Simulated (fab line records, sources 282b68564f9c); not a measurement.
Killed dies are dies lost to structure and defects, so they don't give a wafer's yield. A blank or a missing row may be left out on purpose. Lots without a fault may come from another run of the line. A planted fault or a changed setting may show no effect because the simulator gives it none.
Problem report in the 8D (eight disciplines) form, filled by code | flow rit_cmos | the parts of the form that need people (team, actions taken, sign-off) are left out

1. THE PROBLEM
killed_at_front_end at RIT_M1_PROBE_99 reads a mean of 36.0 on 3 wafers of 1 lot; wafers without a fault read 7.0 with a standard deviation of 2.9. That is +10 standard deviations from the usual mean.
First seen on wafer L357.1, day 7 05:04, on prober-01. The record holds 3 wafers of 1 lot with a number at this step. Rule for "out", or "out of limits": more than 4 standard deviations from the usual mean. The other wafers with a number count as sound.

2. WHAT IT IS AND WHAT IT IS NOT
question                    | is                               | is not
which readings at this step | killed_at_front_end, killed_dies | killed_at_contacts, killed_open, killed_short
which lots                  | L357                             | -
which wafers of those lots  | all that have a number           | -
read on which tools         | prober-01                        | -
when                        | from day 7 05:04                 | up to then (0 sound wafers)

3. SUSPECTS, AND WHAT RULES EACH OUT
Counting: a tool at a process step up to the reading stays a suspect if it ran every lot that is out and no sound lot after the first of them.
- wet_bench-01 at RIT_REOX_CLEAN_02 (cleans in SC2, time 600 s): kept. It ran the lot that is out, L357 (day 6 09:38), and no sound lot after that.
- plasma_asher-04 at RIT_NLDD_STRIP_09 (strips in O2, time 180 s): kept. It ran the lot that is out, L357 (day 6 13:52), and no sound lot after that.
- prober-01 at RIT_M1_PROBE_99: kept. It ran the lot that is out, L357 (day 7 05:04), and no sound lot after that. Its own readings are out on those wafers: killed_at_front_end, killed_dies.
Left after counting: wet_bench-01 at RIT_REOX_CLEAN_02, plasma_asher-04 at RIT_NLDD_STRIP_09, prober-01 at RIT_M1_PROBE_99.

4. THE CAUSE (what the simulator had put in)
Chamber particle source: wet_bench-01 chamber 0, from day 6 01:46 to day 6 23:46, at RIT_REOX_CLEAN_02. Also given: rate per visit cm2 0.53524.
Counting left 3 suspects, and this tool is among them.

5. THE CHAIN OF EFFECTS, in route order
Each row: a reading whose mean over the struck wafers that have a number lies more than 3 standard deviations from the usual. Only readings for which the record gives a usual standard deviation are gone through. hours: the time from each lot's start at the first step in this table that gives one to its start at this step, as a median over the lots. sigmas: the change in usual standard deviations.
hours | step            | reading             | usual | on struck wafers | change | sigmas
0     | RIT_M1_PROBE_99 | killed_at_front_end | 7.0   | 36.0             | +29.0  | +10
0     | RIT_M1_PROBE_99 | killed_dies         | 7.2   | 36.0             | +28.8  | +9.9
The process steps in it:
- RIT_M1_PROBE_99

6. WHAT WOULD HAVE CAUGHT IT SOONER
In this record the first reading out of limits was taken at day 7 05:04, 27 hours after the fault began at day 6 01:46.
All the lots that are out (1) had begun RIT_REOX_CLEAN_02 on wet_bench-01 by day 7 05:04. A hold on the tool at that time would have spared none of them.
